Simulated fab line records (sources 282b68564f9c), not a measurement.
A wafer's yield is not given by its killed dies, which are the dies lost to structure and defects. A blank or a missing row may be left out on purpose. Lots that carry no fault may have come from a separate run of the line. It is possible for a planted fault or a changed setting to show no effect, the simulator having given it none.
Struck lot and sound lot, side by side -- flow rit cmos -- 15 steps out of a route of 202
Sound: wafers L549.1, L549.2, L549.4. Struck: wafer L559.4 (left out: L559.1, L559.6 of the same lot, which were not struck); the cause appears at the end.
For every step that has rows: the tool of each side, followed by ch and its chambers, followed by its first start. Under that, the readings that differ: sound wafers -- struck wafers -- difference of the means -- sigmas: that difference in standard deviations of wafers without a fault.
alike: a reading whose means differ by less than 2 such deviations, as well as words and numbers matching on both sides. not compared: withheld readings; readings where some wafer has no value; bounds like >300 that might hide an equal value; numbers whose values overlap and for which the record gives no deviation.
Wherever a step has rows on one side only, a row that says differs or no value, or a row with sigmas, the two part there. Non-overlapping numbers with no deviation appear without sigmas and do not part them. A reading that every wafer of one side lacks parts them only if that side has two wafers or more.

first, 1 step without rows for these wafers: RIT_ACTIVE_OXIDATION_01 (target thk 46.8 nm, ox time 3360 s).
RIT_ACTIVE_THK_MEAS_02:
  struck on film metro-02, day 3 14:59; sound on film metro-03, day 1 15:34
  alike: ACTIVE_OXIDE_THK
then, 1 step without rows for these wafers: RIT_ACTIVE_CVD_03 (deposits Si3N4 from SiH2Cl2/NH3, target thk 150 nm, time 1500 s).
RIT_ACTIVE_THK_MEAS_04:
  struck on film metro-04, day 3 16:28; sound on film metro-03, day 1 17:02
  alike: ACTIVE_NITRIDE_THK
then, 6 steps without rows for these wafers: RIT_ACTIVE_HMDS_05 (prime time 60 s); RIT_ACTIVE_COAT_06 (resist thk 1000 nm); RIT_ACTIVE_SOFTBAKE_07 (time 60 s); RIT_ACTIVE_EXPOSE_08 (exposes mask M1, target cd 1400 nm); RIT_ACTIVE_PEB_09; RIT_ACTIVE_DEVELOP_10 (develop time 50 s).
RIT_ACTIVE_CD_MEAS_11: target cd 1400 nm.
  struck on cd sem-01, day 3 17:29; sound on cd sem-02, day 1 18:04
  alike: cd nm
then, 1 step without rows for these wafers: RIT_ACTIVE_HARDBAKE_12 (time 60 s).
RIT_ACTIVE_ETCH_13: etches Si3N4 in SF6, stops on SiO2, time 210 s, target depth 210 nm.
  sound on rie diel-04 ch 2,3, day 1 18:20; struck on rie diel-04 ch 1, day 3 17:59
reading,sound,struck,difference,sigmas
chamber pressure mTorr (mTorr),259.81 260.17 260.20,129.57,-130.49,-99 or more
model.NOVOLAK_of_ACTIVE_COAT_06.thk nm (nm),659.1 657.5 657.1,663.9,+6.0,
  alike: drypump motor current A, oes product au, throttle valve pct
  not compared: rf hours counter h
RIT_ACTIVE_STRIP_14: strips in O2, time 180 s.
  sound on plasma asher-04 ch 0,1, day 1 18:28; struck on plasma asher-04 ch 1, day 3 18:07
  alike: drypump motor current A
  not compared: rf hours counter h
-- the record jumps here: 2 days lie between the struck wafers' starts before and after (it left off in module ACTIVE and takes up again in module M1, whose first step shown is number 202 of the route) --
RIT_M1_PROBE_99:
  struck on prober-01, day 5 18:25; sound on prober-01, day 4 05:34
  alike: killed at contacts, killed at front end, killed dies, killed open, killed short

WHERE THEY PART
Within this record, at RIT_ACTIVE_ETCH_13 only. Later steps at which nothing parts them and some readings are alike: RIT_ACTIVE_STRIP_14, RIT_M1_PROBE_99.

WHY: the cause the simulator had injected
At RIT_ACTIVE_ETCH_13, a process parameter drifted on rie diel-04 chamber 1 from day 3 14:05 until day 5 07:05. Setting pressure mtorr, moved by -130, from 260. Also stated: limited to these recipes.
